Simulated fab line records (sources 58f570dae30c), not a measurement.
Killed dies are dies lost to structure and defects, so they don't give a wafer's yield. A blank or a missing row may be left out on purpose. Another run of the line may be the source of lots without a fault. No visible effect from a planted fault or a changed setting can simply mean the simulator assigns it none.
A struck lot beside a sound one / flow berkeleyCmos170 / 14 steps out of a route of 331
Sound: the wafers L757.1, L757.3, L757.4. The struck wafers were L746.3, L746.4, L746.5. Last of all comes the cause.
Per side, at each step with rows, come the tool, then ch with its chambers, and then its first start. Under that, the readings that differ: sound wafers / struck wafers / difference of the means / sigmas: that difference in standard deviations of wafers without a fault.
alike: same words and numbers on both sides, and readings whose means sit less than 2 such deviations apart. not compared: any withheld reading, any reading some wafer has no value for, any bound like >300 that may hide the same value, and any number with overlapping values for which the record gives no deviation.
Wherever a step has rows on one side only, a row that says differs or no value, or a row with sigmas, the two part there. Numbers that don't overlap but have no deviation are shown without sigmas and don't part them. A reading that every wafer of one side lacks parts them only if that side has two wafers or more.

UCB170_NLDD_STRIP_10: strips in O2.
  sound on plasmaAsher-01 ch 0,1, day 10 09:47; struck on plasmaAsher-01 ch 0,1, day 8 03:19
reading=stripTimeToEndpointS (s); sound=21.59 21.64 21.59; struck=21.73 21.73 21.80; difference=+0.15; sigmas=+2
  alike: chamberPressureMTorr, drypumpMotorCurrentA, oesProductAu
  not compared: rfHoursCounterH
UCB170_NLDD_TW_MEAS_11:
  sound on filmMetro-01, day 10 09:53; struck on filmMetro-03, day 8 03:24
reading=NLDD_TW; sound=2237 2254 2255; struck=2207 2209 2226; difference=-35; sigmas=-2
then, 1 step without rows for these wafers: UCB170_NLDD_CLEAN_12 (cleans in SPM, time 600 s).
UCB170_SPACER_CVD_00: deposits SiO2 from TEOS/O2, target thk 376 nm, time 47 s.
  sound on pecvd-01 ch 0,1,2, day 10 10:08; struck on pecvd-04 ch 1,2, day 8 03:39
reading=heaterPowerW (W); sound=347 268 291; struck=162 276 178; difference=-97; sigmas=-2
UCB170_SPACER_THK_MEAS_01:
  sound on filmMetro-03, day 10 10:10; struck on filmMetro-03, day 8 03:43
  alike: SPACER_TEOS_THK
then, 1 step without rows for these wafers: UCB170_SPACER_ANNEAL_02 (time 1800 s).
UCB170_SPACER_ETCHBACK_03: etches SiO2 in CHF3/CF4/Ar, stops on Si, target depth 376 nm, time 100 s.
  sound on rieDiel-03 ch 0,1,3, day 10 18:19; struck on rieDiel-03 ch 0,1,3, day 8 08:45
  alike: cf4FlowSccm, chamberPressureMTorr, drypumpMotorCurrentA, oesProductAu, throttleValvePct
  not compared: rfHoursCounterH
then, 5 steps without rows for these wafers: UCB170_PSD_HMDS_00 (prime time 60 s); UCB170_PSD_COAT_01 (resist thk 900 nm); UCB170_PSD_SOFTBAKE_02 (time 60 s); UCB170_PSD_EXPOSE_03 (exposes mask PSELECT MOD, target cd 1200 nm); UCB170_PSD_PEB_04.
UCB170_PSD_DEVELOP_05: develop time 45 s.
  struck on lithoTrack-03, day 8 10:00; sound on lithoTrack-02 ch 0, day 10 19:00
  no value came back on the struck wafers for chillPlateTempC (C), developTimeS (s); on the sound wafers chillPlateTempC (C) reads 22.90 22.81 22.97
reading=model.KrF_of_PSD_COAT_01.thkNm (nm); sound=886 884.1 881.5; struck=900.9 900.1 900.8; difference=+16.7; sigmas=
UCB170_PSD_CD_MEAS_06: the cd target is 1200 nm.
  sound on cdSem-02, day 10 19:28; struck on cdSem-02, day 8 10:08
reading=cdNm (nm); sound=1202.4 1202.9 1202.2; struck=- - -; difference=no value on the struck wafers; sigmas=

## WHERE THEY PART
Earliest at UCB170_NLDD_STRIP_10; latest, in this record, at UCB170_PSD_CD_MEAS_06.

WHY: what had been put in by the simulator
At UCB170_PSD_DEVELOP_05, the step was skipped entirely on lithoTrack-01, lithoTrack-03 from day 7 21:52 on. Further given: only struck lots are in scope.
